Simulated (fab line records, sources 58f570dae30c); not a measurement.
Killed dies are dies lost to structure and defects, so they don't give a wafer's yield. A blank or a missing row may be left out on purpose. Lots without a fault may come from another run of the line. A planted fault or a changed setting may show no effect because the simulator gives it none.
fab line records | flow berkeley_cmos170
record lots=5 wafers=15 last_day=11
route steps=331 shown GATE@140 PLDD@145 NLDD@158 SPACER@171
lots that met no fault: from a run of the same line without faults
start_h: hours from the record's first day to the start of the lot's first wafer shown | wait_h: hours since the lot's step before | " the same as in the row above | L1.1+2: a row that stands for several wafers | - no value, or no start given | * or withheld: withheld | < > ~ a bound
route shown NAME@n: a module of which the file shows steps, and the number in the route of the first | usual: mean/standard deviation of fault-free wafers | same: alike in all rows | chamber/n: place in a boat | sites: the reading at each site | _std_site: their standard deviation | _edge_site: outer sites' mean less inner sites' | radius_mm: how far each site lies from the wafer's centre | mask NAME#n: copy n | behind: the tool/chamber that last shaped the wafer | hold: why the lot was held/for how many hours/how that ended | device: the transistor (n, p or np) that didn't switch | end of line: the same wafers' tests at the end of the route | a step without rows: its recipe alone | killed: dies lost to structure and defects at the first sort, not the wafer's yield | map: a wafer's dies, x killed, . not, _ none there
set.NAME: the setting as run; set.NAME@STEP: as run at that earlier step | model.NAME: the simulator's own value behind a step, which no gauge read
lots at some steps of the route; a table a step, a row a wafer
services: from which hour (start_h, from the record's first day; less than 0 if before it) a tool's chamber was out of use, for how many hours, and why
## steps
# step UCB170_GATE_ETCH_14
# recipe chemistry=N2/H2 target_depth_a=withheld overetch_a=withheld target=BARC time_s=withheld source_w=500 bias_w=100 pressure_mtorr=30 n2_flow_sccm=100 h2_flow_sccm=200
# usual drypump_motor_current_A=5.7/0.37 h2_flow_sccm=200.0/0.52 oes_product_au=1.004/0.014 throttle_valve_pct=13.22/0.17
# columns lot.wafer tool chamber start_h wait_h drypump_motor_current_A h2_flow_sccm oes_product_au throttle_valve_pct
L074.3 rie_diel-01 2 128.03 0.0 5.9 199.2 1.016 13.32
L074.5 " 2 " " 5.9 199.7 1.013 13.34
L074.6 " 3 " " 5.5 201.4 0.989 13.12
L084.1 rie_diel-01 2 162.99 0.0 5.9 199.5 1.008 13.31
L084.5 " 3 " " 5.5 200.1 1.015 13.11
L084.6 " 2 " " 5.9 200.1 1.007 13.33
L082.1 rie_diel-03 1 163.26 0.0 5.4 199.9 0.967 13.57
L082.3 " 0 " " 5.8 199.3 0.985 13.35
L082.6 " 1 " " 5.4 200.2 0.968 13.57
L085.4 rie_diel-03 2 182.81 0.0 6.4 199.9 0.992 13.30
L085.5 " 1 " " 5.4 200.4 0.971 13.56
L085.6 " 0 " " 5.8 199.9 0.986 13.37
L095.4 rie_diel-02 2 217.72 0.0 5.1 200.8 1.009 13.25
L095.5 " 1 " " 6.1 200.6 1.008 12.93
L095.6 " 0 " " 5.4 200.3 1.009 13.11
# step UCB170_GATE_ETCH_15
# recipe chemistry=HBr/Cl2 target=poly-Si stop_on=SiO2 over_etch_frac=0.3 icp_w=300 bias_w=150 time_s=56.3 pressure_mtorr=15 HBr_flow_sccm=150 Cl2_flow_sccm=50 target_depth_a=2782
# usual HBr_flow_sccm=150.0/0.44 drypump_motor_current_A=6.0/0.55 oes_product_au=0.835/0.012 throttle_valve_pct=26.45/0.24
# columns lot.wafer tool chamber start_h wait_h HBr_flow_sccm drypump_motor_current_A oes_product_au rf_hours_counter_h throttle_valve_pct
L074.3 rie_si-02 3 128.07 - 149.5 6.0 0.837 100 26.35
L074.5 " 2 " " 150.5 5.7 0.834 - 26.06
L074.6 " 1 " " 150.0 6.7 0.824 - 26.46
L084.1 rie_si-02 0 163.03 - 150.3 5.7 0.830 100 26.48
L084.5 " 3 " " 149.6 6.0 0.836 - 26.37
L084.6 " 0 " " 150.3 5.7 0.822 - 26.48
L082.1 rie_si-02 1 163.31 - 149.5 6.7 0.815 1 26.47
L082.3 " 2 " " 150.6 5.7 0.818 45 26.04
L082.6 " 1 " " 150.3 6.7 0.814 - 26.46
L085.4 rie_si-02 3 182.87 - 149.8 6.0 0.843 - 26.37
L085.5 " 1 " " 150.1 6.6 0.825 - 26.46
L085.6 " 2 " " 150.6 5.7 0.828 - 26.06
L095.4 rie_si-01 2 217.76 - 149.7 5.1 0.846 85 26.31
L095.5 " 1 " " 149.3 5.5 0.838 - 26.26
L095.6 " 0 " " 149.1 6.1 0.840 - 26.52
# step UCB170_GATE_STRIP_16
# recipe chemistry=O2 power_w=400 pressure_mtorr=3500 platen_temp_c=withheld o2_flow_sccm=400 overash_fraction=0.5
# usual drypump_motor_current_A=5.8/0.39 oes_product_au=0.725/0.0046
# same overash_fraction=0.5
# columns lot.wafer tool chamber start_h wait_h drypump_motor_current_A oes_product_au rf_hours_counter_h
L074.3 plasma_asher-02 0 128.15 0.1 6.2 0.724 -
L074.5 " 0 " " 6.2 0.735 -
L074.6 " 1 " " 5.6 0.722 -
L084.1 plasma_asher-02 1 163.08 0.0 5.6 0.723 45
L084.5 " 0 " " 6.2 0.722 -
L084.6 " 1 " " 5.6 0.723 -
L082.1 plasma_asher-04 1 163.35 0.0 6.2 0.729 38
L082.3 " 1 " " 6.2 0.728 -
L082.6 " 1 " " 6.2 0.721 -
L085.4 plasma_asher-01 0 182.93 0.0 5.1 0.719 -
L085.5 " 0 " " 5.1 0.725 -
L085.6 " 1 " " 5.8 0.717 -
L095.4 plasma_asher-01 0 217.84 0.1 5.1 0.717 -
L095.5 " 0 " " 5.1 0.724 -
L095.6 " 1 " " 5.8 0.720 -
# step UCB170_GATE_CD_MEAS_90
# recipe target_cd_nm=350
# usual cd_nm=350.1/1.4
# columns lot.wafer tool chamber start_h wait_h cd_nm
L074.3 cd_sem-01 - 128.26 0.1 349.5
L074.5 " - " " 347.6
L074.6 " - " " 349.7
L084.1 cd_sem-01 - 163.18 0.1 351.7
L084.5 " - " " 350.9
L084.6 " - " " 352.4
L082.1 cd_sem-02 - 163.45 0.1 349.4
L082.3 " - " " 350.7
L082.6 " - " " 349.6
L085.4 cd_sem-01 - 183.06 0.1 348.6
L085.5 " - " " 349.0
L085.6 " - " " 349.8
L095.4 cd_sem-01 - 218.02 0.1 348.7
L095.5 " - " " 347.6
L095.6 " - " " 349.4
# step UCB170_GATE_CLEAN_17
# recipe chemistry=SPM temp_c=120 time_s=600
# columns lot.wafer tool chamber start_h wait_h
L074.3+5+6 wet_bench-03 0 128.34 0.1
L084.1+5+6 wet_bench-04 0 163.30 0.1
L082.1+3+6 wet_bench-01 3 163.57 0.1
L085.4+5+6 wet_bench-01 0 184.65 1.6
L095.4+5+6 wet_bench-01 0 218.08 0.0
# step UCB170_PLDD_HMDS_00
# recipe prime_time_s=60 prime_temp_c=100
# usual chill_plate_temp_C=23.01/0.11
# columns lot.wafer tool chamber start_h wait_h chill_plate_temp_C
L074.3 litho_track-02 0 128.56 0.1 23.01
L074.5 " 0 " " 23.03
L074.6 " 0 " " 22.99
L084.1 litho_track-02 0 163.56 0.1 22.78
L084.5 " 0 " " 22.74
L084.6 " 0 " " 23.00
L082.1 litho_track-02 0 164.01 0.3 23.09
L082.3 " 0 " " 23.08
L082.6 " 0 " " 23.01
L085.4 litho_track-02 0 184.90 0.1 23.06
L085.5 " 0 " " 22.98
L085.6 " 0 " " 22.97
L095.4 litho_track-02 0 218.59 0.3 23.18
L095.5 " 0 " " 23.13
L095.6 " 0 " " 23.13
# step UCB170_PLDD_COAT_01
# recipe resist=KrF spin_rpm=1500 resist_thk_nm=900
# usual chill_plate_temp_C=22.98/0.093
# columns lot.wafer tool chamber start_h wait_h chill_plate_temp_C
L074.3 litho_track-02 0 128.71 0.1 23.08
L074.5 " 0 " " 23.00
L074.6 " 0 " " 23.08
L084.1 litho_track-02 0 163.71 0.1 23.01
L084.5 " 0 " " 22.98
L084.6 " 0 " " 23.06
L082.1 litho_track-02 0 164.16 0.1 22.96
L082.3 " 0 " " 22.90
L082.6 " 0 " " 22.89
L085.4 litho_track-02 0 185.05 0.1 22.97
L085.5 " 0 " " 22.95
L085.6 " 0 " " 22.94
L095.4 litho_track-02 0 218.74 0.1 23.12
L095.5 " 0 " " 23.17
L095.6 " 0 " " 23.04
# step UCB170_PLDD_SOFTBAKE_02
# recipe resist=KrF temp_c=130 time_s=60
# usual chill_plate_temp_C=23.02/0.11
# columns lot.wafer tool chamber start_h wait_h chill_plate_temp_C
L074.3 litho_track-02 0 128.86 0.1 23.04
L074.5 " 0 " " 22.88
L074.6 " 0 " " 22.94
L084.1 litho_track-02 0 163.86 0.1 22.81
L084.5 " 0 " " 22.95
L084.6 " 0 " " 22.98
L082.1 litho_track-02 0 164.31 0.1 22.85
L082.3 " 0 " " 22.96
L082.6 " 0 " " 22.99
L085.4 litho_track-02 0 185.20 0.1 22.91
L085.5 " 0 " " 23.08
L085.6 " 0 " " 22.86
L095.4 litho_track-02 0 218.89 0.1 23.00
L095.5 " 0 " " 23.00
L095.6 " 0 " " 23.08
# step UCB170_PLDD_EXPOSE_03
# recipe mask_id=PSELECT na=0.5 sigma_outer=0.6 source_shape=conventional target_cd_nm=1200 dose_mj=30
# same na=0.5
# columns lot.wafer tool chamber start_h wait_h mask
L074.3+5+6 krf_scanner-01 0 129.00 0.1 PSELECT#0
L084.1+5+6 krf_scanner-01 0 164.01 0.1 PSELECT#0
L082.1+3+6 krf_scanner-01 0 164.74 0.4 PSELECT#0
L085.4+5+6 krf_scanner-01 0 185.89 0.7 PSELECT#0
L095.4+5+6 krf_scanner-01 0 219.15 0.2 PSELECT#0
# step UCB170_PLDD_PEB_04
# recipe peb_temp_c=130 peb_time_s=withheld resist=KrF
# usual chill_plate_temp_C=23.01/0.11
# columns lot.wafer tool chamber start_h wait_h chill_plate_temp_C
L074.3 litho_track-02 0 129.46 0.4 23.06
L074.5 " 0 " " 23.08
L074.6 " 0 " " 23.07
L084.1 litho_track-01 0 164.25 0.2 23.05
L084.5 " 0 " " 23.07
L084.6 " 0 " " 23.10
L082.1 litho_track-02 0 164.91 0.1 23.06
L082.3 " 0 " " 22.97
L082.6 " 0 " " 22.92
L085.4 litho_track-01 0 186.02 0.1 23.05
L085.5 " 0 " " 23.18
L085.6 " 0 " " 23.26
L095.4 litho_track-03 0 219.66 0.5 22.98
L095.5 " 0 " " 23.06
L095.6 " 0 " " 23.21
# step UCB170_PLDD_DEVELOP_05
# recipe developer=TMAH develop_time_s=45 resist=KrF dev_temp_c=21
# usual chill_plate_temp_C=23.00/0.1 developer_temp_C=21.03/0.12
# columns lot.wafer tool chamber start_h wait_h chill_plate_temp_C developer_temp_C
L074.3 litho_track-02 0 - - 22.90 20.95
L074.5 " 0 " " 22.87 20.96
L074.6 " 0 " " 22.94 20.95
L084.1 litho_track-01 0 - - 23.06 21.00
L084.5 " 0 " " 22.93 20.97
L084.6 " 0 " " 23.15 21.00
L082.1 litho_track-02 0 - - 23.07 21.02
L082.3 " 0 " " 22.99 21.15
L082.6 " 0 " " 22.92 21.04
L085.4 litho_track-01 0 - - 23.08 20.90
L085.5 " 0 " " 22.97 21.02
L085.6 " 0 " " 23.11 20.86
L095.4 litho_track-03 0 - - 22.95 21.07
L095.5 " 0 " " 23.09 21.22
L095.6 " 0 " " 23.14 21.00
# step UCB170_PLDD_CD_MEAS_06
# recipe target_cd_nm=1200
# usual cd_nm=1199.8/1.5
# columns lot.wafer tool chamber start_h wait_h cd_nm
L074.3 cd_sem-02 - 129.73 - 1201.2
L074.5 " - " " 1201.6
L074.6 " - " " 1202.5
L084.1 cd_sem-01 - 164.53 - 1199.7
L084.5 " - " " 1201.0
L084.6 " - " " 1200.1
L082.1 cd_sem-02 - 165.18 - 1199.2
L082.3 " - " " 1198.1
L082.6 " - " " 1199.6
L085.4 cd_sem-02 - 186.28 - 1198.6
L085.5 " - " " 1198.2
L085.6 " - " " 1199.5
L095.4 cd_sem-01 - 219.92 - 1198.8
L095.5 " - " " 1199.2
L095.6 " - " " 1199.7
# step UCB170_PLDD_OVL_MEAS_07
# usual PLDD_OVL=-3/5.9
# columns lot.wafer tool chamber start_h wait_h PLDD_OVL[nm]
L074.3 overlay-02 - 129.82 0.1 -14
L074.5 " - " " -9
L074.6 " - " " -5
L084.1 overlay-01 - 164.65 0.1 -11
L084.5 " - " " -8
L084.6 " - " " -2
L082.1 overlay-02 - 165.30 0.1 -5
L082.3 " - " " 2
L082.6 " - " " 2
L085.4 overlay-02 - 186.36 0.1 -4
L085.5 " - " " -10
L085.6 " - " " -3
L095.4 overlay-01 - 219.99 0.1 -8
L095.5 " - " " -11
L095.6 " - " " -5
# step UCB170_PLDD_IMPLANT_08
# recipe species=BF2 dose_cm2=5e+13 energy_kev=10 tilt_deg=7 rotation_deg=0
# usual dose_ions_cm2=5e+13/5.3e+10
# columns lot.wafer tool chamber start_h wait_h dose_ions_cm2
L074.3 implanter-01 0 129.89 0.1 4.995e+13
L074.5 " 0 " " 4.997e+13
L074.6 " 0 " " 5.001e+13
L084.1 implanter-02 0 164.68 0.0 4.997e+13
L084.5 " 0 " " 5.001e+13
L084.6 " 0 " " 5.002e+13
L082.1 implanter-03 0 165.34 0.0 5.01e+13
L082.3 " 0 " " 5.002e+13
L082.6 " 0 " " 4.998e+13
L085.4 implanter-03 0 186.45 0.1 4.992e+13
L085.5 " 0 " " 5.002e+13
L085.6 " 0 " " 5e+13
L095.4 implanter-01 0 220.09 0.1 5.002e+13
L095.5 " 0 " " 5.004e+13
L095.6 " 0 " " 4.998e+13
# step UCB170_PLDD_IMPLANT_09
# recipe species=BF2 dose_cm2=5e+13 energy_kev=10 tilt_deg=7 rotation_deg=180
# usual dose_ions_cm2=4.999e+13/5.7e+10
# columns lot.wafer tool chamber start_h wait_h dose_ions_cm2
L074.3 implanter-01 0 130.04 0.1 4.999e+13
L074.5 " 0 " " 4.992e+13
L074.6 " 0 " " 4.991e+13
L084.1 implanter-02 0 164.83 0.1 4.995e+13
L084.5 " 0 " " 4.995e+13
L084.6 " 0 " " 5.007e+13
L082.1 implanter-03 0 165.49 0.1 4.992e+13
L082.3 " 0 " " 4.989e+13
L082.6 " 0 " " 5.007e+13
L085.4 implanter-03 0 186.60 0.1 5.014e+13
L085.5 " 0 " " 4.999e+13
L085.6 " 0 " " 5.002e+13
L095.4 implanter-01 0 220.24 0.1 4.998e+13
L095.5 " 0 " " 5.006e+13
L095.6 " 0 " " 4.996e+13
# step UCB170_PLDD_STRIP_10
# recipe chemistry=O2 power_w=400 pressure_mtorr=3500 platen_temp_c=withheld o2_flow_sccm=400 overash_fraction=0.5
# usual drypump_motor_current_A=5.95/0.26 oes_product_au=0.734/0.0043 strip_time_to_endpoint_s=21.63/0.054
# same overash_fraction=0.5
# columns lot.wafer tool chamber start_h wait_h drypump_motor_current_A oes_product_au rf_hours_counter_h strip_time_to_endpoint_s
L074.3 plasma_asher-03 1 130.17 0.1 6.08 0.740 - 21.57
L074.5 " 0 " " 5.64 0.739 - 21.60
L074.6 " 1 " " 6.08 0.734 - 21.69
L084.1 plasma_asher-03 0 164.98 0.1 5.67 0.731 5 21.73
L084.5 " 1 " " 6.07 0.734 - 21.65
L084.6 " 0 " " 5.65 0.727 - 21.59
L082.1 plasma_asher-03 1 165.64 0.1 6.08 0.734 6 21.61
L082.3 " 0 " " 5.65 0.734 - 21.64
L082.6 " 1 " " 6.06 0.730 - 21.66
L085.4 plasma_asher-04 1 186.71 0.1 6.20 0.736 - 21.66
L085.5 " 1 " " 6.21 0.736 - 21.61
L085.6 " 0 " " 5.99 0.735 - 21.59
L095.4 plasma_asher-02 1 220.35 0.1 5.56 0.731 - 21.64
L095.5 " 0 " " 6.21 0.734 - 21.55
L095.6 " 1 " " 5.59 0.736 - 21.66
# step UCB170_PLDD_TW_MEAS_11
# usual PLDD_TW=1006/5.2
# columns lot.wafer tool chamber start_h wait_h PLDD_TW
L074.3 film_metro-02 - 130.26 0.1 1014
L074.5 " - " " 1014
L074.6 " - " " 1012
L084.1 film_metro-02 - 165.08 0.1 1006
L084.5 " - " " 1000
L084.6 " - " " 998
L082.1 film_metro-02 - 165.74 0.1 1000
L082.3 " - " " 1003
L082.6 " - " " 999
L085.4 film_metro-02 - 186.81 0.1 1000
L085.5 " - " " 1002
L085.6 " - " " 999
L095.4 film_metro-04 - 220.44 0.1 1002
L095.5 " - " " 1003
L095.6 " - " " 1003
# step UCB170_PLDD_CLEAN_12
# recipe chemistry=SPM temp_c=120 time_s=600
# columns lot.wafer tool chamber start_h wait_h
L074.3+5+6 wet_bench-02 2 130.30 0.0
L084.1+5+6 wet_bench-03 2 165.57 0.5
L082.1+3+6 wet_bench-03 2 165.97 0.2
L085.4+5+6 wet_bench-02 3 186.84 0.0
L095.4+5+6 wet_bench-02 3 220.47 0.0
# step UCB170_NLDD_HMDS_00
# recipe prime_time_s=60 prime_temp_c=100
# usual chill_plate_temp_C=23.01/0.11
# columns lot.wafer tool chamber start_h wait_h chill_plate_temp_C
L074.3 litho_track-04 0 130.66 0.2 23.10
L074.5 " 0 " " 23.20
L074.6 " 0 " " 22.92
L084.1 litho_track-04 0 165.77 0.0 23.08
L084.5 " 0 " " 23.07
L084.6 " 0 " " 22.94
L082.1 litho_track-02 0 166.18 0.0 22.78
L082.3 " 0 " " 22.75
L082.6 " 0 " " 22.97
L085.4 litho_track-03 0 187.09 0.1 22.93
L085.5 " 0 " " 22.96
L085.6 " 0 " " 22.93
L095.4 litho_track-03 0 221.48 0.8 23.10
L095.5 " 0 " " 23.01
L095.6 " 0 " " 23.06
# step UCB170_NLDD_COAT_01
# recipe resist=KrF spin_rpm=1500 resist_thk_nm=900
# usual chill_plate_temp_C=22.98/0.11
# columns lot.wafer tool chamber start_h wait_h chill_plate_temp_C
L074.3 litho_track-04 0 130.81 0.1 22.90
L074.5 " 0 " " 22.84
L074.6 " 0 " " 23.00
L084.1 litho_track-04 0 165.92 0.1 22.95
L084.5 " 0 " " 22.77
L084.6 " 0 " " 22.86
L082.1 litho_track-02 0 166.33 0.1 23.17
L082.3 " 0 " " 23.00
L082.6 " 0 " " 23.01
L085.4 litho_track-03 0 187.24 0.1 22.92
L085.5 " 0 " " 22.99
L085.6 " 0 " " 23.07
L095.4 litho_track-03 0 221.63 0.1 22.89
L095.5 " 0 " " 23.04
L095.6 " 0 " " 22.98
# step UCB170_NLDD_SOFTBAKE_02
# recipe resist=KrF temp_c=130 time_s=60
# usual chill_plate_temp_C=23.01/0.11
# columns lot.wafer tool chamber start_h wait_h chill_plate_temp_C
L074.3 litho_track-04 0 130.96 0.1 22.84
L074.5 " 0 " " 22.79
L074.6 " 0 " " 22.85
L084.1 litho_track-04 0 166.07 0.1 23.02
L084.5 " 0 " " 22.90
L084.6 " 0 " " 22.93
L082.1 litho_track-02 0 166.48 0.1 22.78
L082.3 " 0 " " 22.94
L082.6 " 0 " " 23.04
L085.4 litho_track-03 0 187.39 0.1 23.22
L085.5 " 0 " " 23.08
L085.6 " 0 " " 23.19
L095.4 litho_track-03 0 221.78 0.1 23.01
L095.5 " 0 " " 22.94
L095.6 " 0 " " 22.82
# step UCB170_NLDD_EXPOSE_03
# recipe mask_id=NSELECT na=0.5 sigma_outer=0.6 source_shape=conventional target_cd_nm=1200 dose_mj=30
# same na=0.5
# columns lot.wafer tool chamber start_h wait_h mask
L074.3+5+6 krf_scanner-01 0 131.10 0.1 NSELECT#0
L084.1+5+6 krf_scanner-02 0 166.34 0.2 NSELECT#0
L082.1+3+6 krf_scanner-02 0 167.09 0.6 NSELECT#0
L085.4+5+6 krf_scanner-01 0 187.64 0.2 NSELECT#0
L095.4+5+6 krf_scanner-02 0 221.91 0.1 NSELECT#0
# step UCB170_NLDD_PEB_04
# recipe peb_temp_c=130 peb_time_s=withheld resist=KrF
# usual chill_plate_temp_C=22.98/0.11
# columns lot.wafer tool chamber start_h wait_h chill_plate_temp_C
L074.3 litho_track-04 0 131.38 0.3 22.90
L074.5 " 0 " " 22.96
L074.6 " 0 " " 22.87
L084.1 litho_track-03 0 166.62 0.3 23.11
L084.5 " 0 " " 22.89
L084.6 " 0 " " 22.82
L082.1 litho_track-03 0 167.21 0.1 23.10
L082.3 " 0 " " 23.08
L082.6 " 0 " " 22.98
L085.4 litho_track-03 0 187.99 0.3 22.98
L085.5 " 0 " " 22.91
L085.6 " 0 " " 23.09
L095.4 litho_track-03 0 222.66 0.7 23.03
L095.5 " 0 " " 22.95
L095.6 " 0 " " 22.96
# step UCB170_NLDD_DEVELOP_05
# recipe developer=TMAH develop_time_s=45 resist=KrF dev_temp_c=21
# usual chill_plate_temp_C=23.00/0.1 developer_temp_C=20.98/0.086
# columns lot.wafer tool chamber start_h wait_h chill_plate_temp_C developer_temp_C
L074.3 litho_track-04 0 - - 22.99 20.98
L074.5 " 0 " " 22.96 20.91
L074.6 " 0 " " 22.96 20.79
L084.1 litho_track-03 0 - - 23.02 20.84
L084.5 " 0 " " 23.03 20.90
L084.6 " 0 " " 22.90 20.89
L082.1 litho_track-03 0 - - 23.11 20.93
L082.3 " 0 " " 23.06 20.94
L082.6 " 0 " " 23.10 20.94
L085.4 litho_track-03 0 - - 23.06 20.86
L085.5 " 0 " " 23.05 21.15
L085.6 " 0 " " 23.09 21.03
L095.4 litho_track-03 0 - - 22.98 21.05
L095.5 " 0 " " 23.17 20.86
L095.6 " 0 " " 22.96 20.89
# step UCB170_NLDD_CD_MEAS_06
# recipe target_cd_nm=1200
# usual cd_nm=1199.7/1.7
# columns lot.wafer tool chamber start_h wait_h cd_nm
L074.3 cd_sem-02 - 131.65 - 1202.4
L074.5 " - " " 1201.5
L074.6 " - " " 1201.3
L084.1 cd_sem-01 - 166.89 - 1197.9
L084.5 " - " " 1197.4
L084.6 " - " " 1199.4
L082.1 cd_sem-02 - 167.49 - 1200.0
L082.3 " - " " 1199.1
L082.6 " - " " 1201.3
L085.4 cd_sem-01 - 188.25 - 1203.1
L085.5 " - " " 1203.1
L085.6 " - " " 1203.8
L095.4 cd_sem-02 - 222.92 - 1201.2
L095.5 " - " " 1202.1
L095.6 " - " " 1200.7
# step UCB170_NLDD_OVL_MEAS_07
# usual NLDD_OVL=1/5.7
# columns lot.wafer tool chamber start_h wait_h NLDD_OVL[nm]
L074.3 overlay-02 - 131.74 0.1 0
L074.5 " - " " -3
L074.6 " - " " -4
L084.1 overlay-01 - 167.01 0.1 -1
L084.5 " - " " 2
L084.6 " - " " 0
L082.1 overlay-02 - 167.61 0.1 -3
L082.3 " - " " 0
L082.6 " - " " 1
L085.4 overlay-02 - 188.32 0.1 11
L085.5 " - " " 8
L085.6 " - " " 11
L095.4 overlay-01 - 222.99 0.1 -2
L095.5 " - " " -3
L095.6 " - " " -8
# step UCB170_NLDD_IMPLANT_08
# recipe species=As dose_cm2=5e+13 energy_kev=30 tilt_deg=7 rotation_deg=0
# usual dose_ions_cm2=5.001e+13/5.2e+10
# columns lot.wafer tool chamber start_h wait_h dose_ions_cm2
L074.3 implanter-02 0 131.81 0.1 5.005e+13
L074.5 " 0 " " 5.008e+13
L074.6 " 0 " " 5.005e+13
L084.1 implanter-04 0 167.05 0.0 5.005e+13
L084.5 " 0 " " 5e+13
L084.6 " 0 " " 4.995e+13
L082.1 implanter-01 0 167.64 0.0 4.999e+13
L082.3 " 0 " " 4.996e+13
L082.6 " 0 " " 4.992e+13
L085.4 implanter-01 0 188.42 0.1 4.992e+13
L085.5 " 0 " " 4.996e+13
L085.6 " 0 " " 4.997e+13
L095.4 implanter-01 0 223.09 0.1 4.996e+13
L095.5 " 0 " " 4.996e+13
L095.6 " 0 " " 4.995e+13
# step UCB170_NLDD_IMPLANT_09
# recipe species=As dose_cm2=5e+13 energy_kev=30 tilt_deg=7 rotation_deg=180
# usual dose_ions_cm2=5e+13/5.8e+10
# columns lot.wafer tool chamber start_h wait_h dose_ions_cm2
L074.3 implanter-02 0 131.96 0.1 5.001e+13
L074.5 " 0 " " 4.998e+13
L074.6 " 0 " " 5.001e+13
L084.1 implanter-04 0 167.20 0.1 5.002e+13
L084.5 " 0 " " 4.993e+13
L084.6 " 0 " " 4.994e+13
L082.1 implanter-01 0 167.79 0.1 5.009e+13
L082.3 " 0 " " 4.997e+13
L082.6 " 0 " " 5.003e+13
L085.4 implanter-01 0 188.57 0.1 5e+13
L085.5 " 0 " " 4.996e+13
L085.6 " 0 " " 4.997e+13
L095.4 implanter-01 0 223.24 0.1 4.989e+13
L095.5 " 0 " " 4.994e+13
L095.6 " 0 " " 4.994e+13
# step UCB170_NLDD_STRIP_10
# recipe chemistry=O2 power_w=400 pressure_mtorr=3500 platen_temp_c=withheld o2_flow_sccm=400 overash_fraction=0.5
# usual drypump_motor_current_A=5.8/0.37 oes_product_au=0.734/0.0046 strip_time_to_endpoint_s=21.64/0.066
# same overash_fraction=0.5
# columns lot.wafer tool chamber start_h wait_h drypump_motor_current_A oes_product_au rf_hours_counter_h strip_time_to_endpoint_s
L074.3 plasma_asher-04 1 132.10 0.1 6.2 0.731 - 21.55
L074.5 " 0 " " 6.0 0.734 - 21.57
L074.6 " 1 " " 6.3 0.726 - 21.58
L084.1 plasma_asher-01 0 167.35 0.1 5.1 0.745 46 21.61
L084.5 " 0 " " 5.1 0.739 - 21.65
L084.6 " 1 " " 5.8 0.729 - 21.63
L082.1 plasma_asher-01 0 167.94 0.1 5.1 0.736 46 21.54
L082.3 " 1 " " 5.8 0.737 - 21.66
L082.6 " 0 " " 5.1 0.726 - 21.60
L085.4 plasma_asher-03 0 188.68 0.1 5.6 0.731 - 21.69
L085.5 " 1 " " 6.1 0.729 - 21.62
L085.6 " 0 " " 5.7 0.733 - 21.72
L095.4 plasma_asher-04 0 223.35 0.1 6.0 0.726 - 21.73
L095.5 " 0 " " 6.0 0.729 - 21.70
L095.6 " 1 " " 6.2 0.726 - 21.74
# step UCB170_NLDD_TW_MEAS_11
# usual NLDD_TW=2209/12
# columns lot.wafer tool chamber start_h wait_h NLDD_TW
L074.3 film_metro-03 - 132.18 0.1 2231
L074.5 " - " " 2227
L074.6 " - " " 2220
L084.1 film_metro-04 - 167.45 0.1 2203
L084.5 " - " " 2188
L084.6 " - " " 2202
L082.1 film_metro-03 - 168.04 0.1 2199
L082.3 " - " " 2211
L082.6 " - " " 2214
L085.4 film_metro-02 - 188.77 0.1 2179
L085.5 " - " " 2179
L085.6 " - " " 2175
L095.4 film_metro-02 - 223.44 0.1 2215
L095.5 " - " " 2202
L095.6 " - " " 2207
# step UCB170_NLDD_CLEAN_12
# recipe chemistry=SPM temp_c=120 time_s=600
# columns lot.wafer tool chamber start_h wait_h
L074.3+5+6 wet_bench-03 1 132.22 0.0
L084.1+5+6 wet_bench-03 0 167.87 0.4
L082.1+3+6 wet_bench-02 0 168.11 0.1
L085.4+5+6 wet_bench-03 1 188.80 0.0
L095.4+5+6 wet_bench-03 3 223.47 0.0
# step UCB170_SPACER_CVD_00
# recipe material=SiO2 target_thk_nm=376 temp_c=390 precursor=TEOS/O2 time_s=47 rf_w=550 pressure_mtorr=9000
# usual heater_power_w=281/45
# columns lot.wafer tool chamber start_h wait_h heater_power_w since_wet_clean_h
L074.3 pecvd-02 0 132.40 0.0 300 104
L074.5 " 2 " " 323 -
L074.6 " 1 " " 301 -
L084.1 pecvd-04 1 168.04 0.0 219 247
L084.5 " 0 " " 292 -
L084.6 " 2 " " 342 -
L082.1 pecvd-04 1 168.30 0.0 255 247
L082.3 " 2 " " 304 247
L082.6 " 0 " " 275 -
L085.4 pecvd-02 0 189.01 0.0 294 -
L085.5 " 1 " " 305 -
L085.6 " 2 " " 257 -
L095.4 pecvd-02 2 223.67 0.0 259 -
L095.5 " 0 " " 217 -
L095.6 " 1 " " 302 -
# step UCB170_SPACER_THK_MEAS_01
# recipe reads=SiO2_of_SPACER_CVD_00
# usual SPACER_TEOS_THK=377/4.7
# columns lot.wafer tool chamber start_h wait_h SPACER_TEOS_THK[nm]
L074.3 film_metro-03 - 132.46 0.0 375
L074.5 " - " " 377
L074.6 " - " " 382
L084.1 film_metro-01 - 168.08 0.0 374
L084.5 " - " " 374
L084.6 " - " " 379
L082.1 film_metro-03 - 168.34 0.0 377
L082.3 " - " " 372
L082.6 " - " " 376
L085.4 film_metro-01 - 189.07 0.0 381
L085.5 " - " " 383
L085.6 " - " " 384
L095.4 film_metro-03 - 223.72 0.0 375
L095.5 " - " " 378
L095.6 " - " " 382
# step UCB170_SPACER_ANNEAL_02
# recipe temp_c=900 time_s=1800 ambient=N2
# usual spike_tc_centre_C=901.7/1.1
# columns lot.wafer tool chamber start_h wait_h spike_tc_centre_C
L074.3 furnace-01 0 135.95 3.5 901.3
L074.5 " 0 " " 901.8
L074.6 " 0 " " 901.0
L082.1 furnace-02 0 169.76 1.4 901.4
L082.3 " 0 " " 901.1
L082.6 " 0 " " 901.1
L084.1 furnace-02 0 169.76 1.7 902.8
L084.5 " 0 " " 901.0
L084.6 " 0 " " 902.4
L085.4 furnace-03 0 190.31 1.2 905.0
L085.5 " 0 " " 902.0
L085.6 " 0 " " 899.9
L095.4 furnace-01 0 225.23 1.5 901.7
L095.5 " 0 " " 899.7
L095.6 " 0 " " 903.5
## services
# columns tool chamber start_h hours kind
pecvd-02 - 104.70 6.0 pm
rie_diel-03 2 108.32 1.7 repair
plasma_asher-03 - 108.75 9.0 pm
wet_bench-03 - 117.60 0.8 repair
rie_diel-03 3 118.93 3.7 repair
rie_diel-01 - 122.59 2.8 pm
implanter-03 - 129.31 3.6 repair
pecvd-04 0 148.71 10.4 repair
implanter-01 - 151.17 6.8 repair
krf_scanner-02 - 157.49 1.1 repair
implanter-04 - 163.85 2.7 pm
furnace-02 - 164.47 4.0 pm
rie_si-02 0 176.11 9.2 repair
pecvd-04 0 183.34 2.0 repair
krf_scanner-02 - 185.62 1.0 pm
furnace-02 - 191.19 3.2 pm
krf_scanner-01 - 191.66 0.8 repair
krf_scanner-01 - 197.13 0.1 repair
krf_scanner-01 - 197.41 1.3 pm
krf_scanner-02 - 201.39 0.8 pm
krf_scanner-02 - 202.37 3.6 pm
plasma_asher-02 - 207.21 2.6 repair
krf_scanner-02 - 216.66 4.4 pm
implanter-01 - 221.54 0.7 repair
## key
fault none
